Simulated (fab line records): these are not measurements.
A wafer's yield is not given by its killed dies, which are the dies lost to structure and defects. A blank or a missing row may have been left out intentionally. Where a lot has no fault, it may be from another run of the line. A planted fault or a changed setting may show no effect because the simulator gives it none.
Split-lot trial :: flow berkeley-cmos170 :: on a route of 331 steps: 5 lots, 23 wafers read

== THE SPLIT ITSELF ==
At UCB170_PWELL_OXIDATION_02 (target thk 26.4 nm, ox time 1260 s), the setting temp-c was moved away from the recipe's 1000 C on 10 of the 23 wafers read, by -2.9% to +2.2%. The other wafers ran this setting at the recipe's value.

Between the split and the reading, the file records no step.

== THE READING ==
Values of PWELL_OXIDE_THK in nm from UCB170_PWELL_THK_MEAS_03. Fault-free wafers of this fab line usually give 26.0 nm, standard deviation 0.42 nm.

wafer: L074.1
tool, chamber at the split: -, -
temp-c as run, C: 970.6
against the recipe: -2.9%
PWELL_OXIDE_THK, nm: 18.9
against lot-mates on the recipe: no lot-mate on the recipe

wafer: L074.2
tool, chamber at the split: -, -
temp-c as run, C: 970.6
against the recipe: -2.9%
PWELL_OXIDE_THK, nm: 18.5
against lot-mates on the recipe: no lot-mate on the recipe

wafer: L074.3
tool, chamber at the split: -, -
temp-c as run, C: 970.6
against the recipe: -2.9%
PWELL_OXIDE_THK, nm: 19.4
against lot-mates on the recipe: no lot-mate on the recipe

wafer: L074.4
tool, chamber at the split: -, -
temp-c as run, C: 970.6
against the recipe: -2.9%
PWELL_OXIDE_THK, nm: 18.8
against lot-mates on the recipe: no lot-mate on the recipe

wafer: L074.5
tool, chamber at the split: -, -
temp-c as run, C: 970.6
against the recipe: -2.9%
PWELL_OXIDE_THK, nm: 19.1
against lot-mates on the recipe: no lot-mate on the recipe

wafer: L078.1
tool, chamber at the split: -, -
temp-c as run, C: 1000
against the recipe: recipe
PWELL_OXIDE_THK, nm: 25.9
against lot-mates on the recipe: -

wafer: L078.2
tool, chamber at the split: -, -
temp-c as run, C: 1000
against the recipe: recipe
PWELL_OXIDE_THK, nm: 25.8
against lot-mates on the recipe: -

wafer: L078.3
tool, chamber at the split: -, -
temp-c as run, C: 1000
against the recipe: recipe
PWELL_OXIDE_THK, nm: 25.7
against lot-mates on the recipe: -

wafer: L078.5
tool, chamber at the split: -, -
temp-c as run, C: 1000
against the recipe: recipe
PWELL_OXIDE_THK, nm: 25.5
against lot-mates on the recipe: -

wafer: L078.6
tool, chamber at the split: -, -
temp-c as run, C: 1000
against the recipe: recipe
PWELL_OXIDE_THK, nm: 25.5
against lot-mates on the recipe: -

wafer: L083.1
tool, chamber at the split: -, -
temp-c as run, C: 1000
against the recipe: recipe
PWELL_OXIDE_THK, nm: 26.0
against lot-mates on the recipe: -

wafer: L083.2
tool, chamber at the split: -, -
temp-c as run, C: 1000
against the recipe: recipe
PWELL_OXIDE_THK, nm: 26.4
against lot-mates on the recipe: -

wafer: L083.3
tool, chamber at the split: -, -
temp-c as run, C: 1000
against the recipe: recipe
PWELL_OXIDE_THK, nm: 26.3
against lot-mates on the recipe: -

wafer: L083.4
tool, chamber at the split: -, -
temp-c as run, C: 1000
against the recipe: recipe
PWELL_OXIDE_THK, nm: 26.6
against lot-mates on the recipe: -

wafer: L083.6
tool, chamber at the split: -, -
temp-c as run, C: 1000
against the recipe: recipe
PWELL_OXIDE_THK, nm: 26.2
against lot-mates on the recipe: -

wafer: L084.1
tool, chamber at the split: -, -
temp-c as run, C: 1022
against the recipe: +2.2%
PWELL_OXIDE_THK, nm: 31.6
against lot-mates on the recipe: no lot-mate on the recipe

wafer: L084.2
tool, chamber at the split: -, -
temp-c as run, C: 1022
against the recipe: +2.2%
PWELL_OXIDE_THK, nm: 31.2
against lot-mates on the recipe: no lot-mate on the recipe

wafer: L084.3
tool, chamber at the split: -, -
temp-c as run, C: 1022
against the recipe: +2.2%
PWELL_OXIDE_THK, nm: 31.1
against lot-mates on the recipe: no lot-mate on the recipe

wafer: L084.4
tool, chamber at the split: -, -
temp-c as run, C: 1022
against the recipe: +2.2%
PWELL_OXIDE_THK, nm: 31.3
against lot-mates on the recipe: no lot-mate on the recipe

wafer: L084.5
tool, chamber at the split: -, -
temp-c as run, C: 1022
against the recipe: +2.2%
PWELL_OXIDE_THK, nm: 31.4
against lot-mates on the recipe: no lot-mate on the recipe

wafer: L085.1
tool, chamber at the split: furnace-02, 0
temp-c as run, C: 1000
against the recipe: recipe
PWELL_OXIDE_THK, nm: 25.5
against lot-mates on the recipe: -

wafer: L085.3
tool, chamber at the split: furnace-02, 0
temp-c as run, C: 1000
against the recipe: recipe
PWELL_OXIDE_THK, nm: 25.3
against lot-mates on the recipe: -

wafer: L085.5
tool, chamber at the split: furnace-02, 0
temp-c as run, C: 1000
against the recipe: recipe
PWELL_OXIDE_THK, nm: 25.7
against lot-mates on the recipe: -

FIT RESULTS
A straight line over all 23 wafers: PWELL_OXIDE_THK changes by +2.4 nm for each +1% of temp-c; r = +1.00; the points scatter about the line by 0.35 nm.
Too few moved wafers have a lot-mate on the recipe to fit a line with each lot's own level taken away.

== THE WHOLE CHAIN: every reading that the file lists as answering this split, in the file's order ==
step: UCB170_PWELL_OXIDATION_02
what it does: target thk 26.4 nm, ox time 1260 s
reading: SiO2_of_PWELL_OXIDATION_02.thk-nm (the simulator's own value, which no gauge read)
change (the file's fit): +2.4 nm for each +1% of the setting
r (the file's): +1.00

step: UCB170_PWELL_THK_MEAS_03
what it does: 
reading: PWELL_OXIDE_THK
change (the file's fit): +2.4 for each +1% of the setting
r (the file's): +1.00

step: UCB170_PWELL_ETCH_14
what it does: etches Si3N4 in CH3F/Ar/O2, stops on SiO2, target depth 242 nm, time 151 s
reading: SiO2_of_PWELL_OXIDATION_02.thk-nm (the simulator's own value, which no gauge read)
change (the file's fit): +2.48 nm for each +1% of the setting
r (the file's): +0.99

== THE FILE'S OWN FIT ==
PWELL_OXIDE_THK changes by +2.4 nm for each +1% of temp-c, r = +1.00.
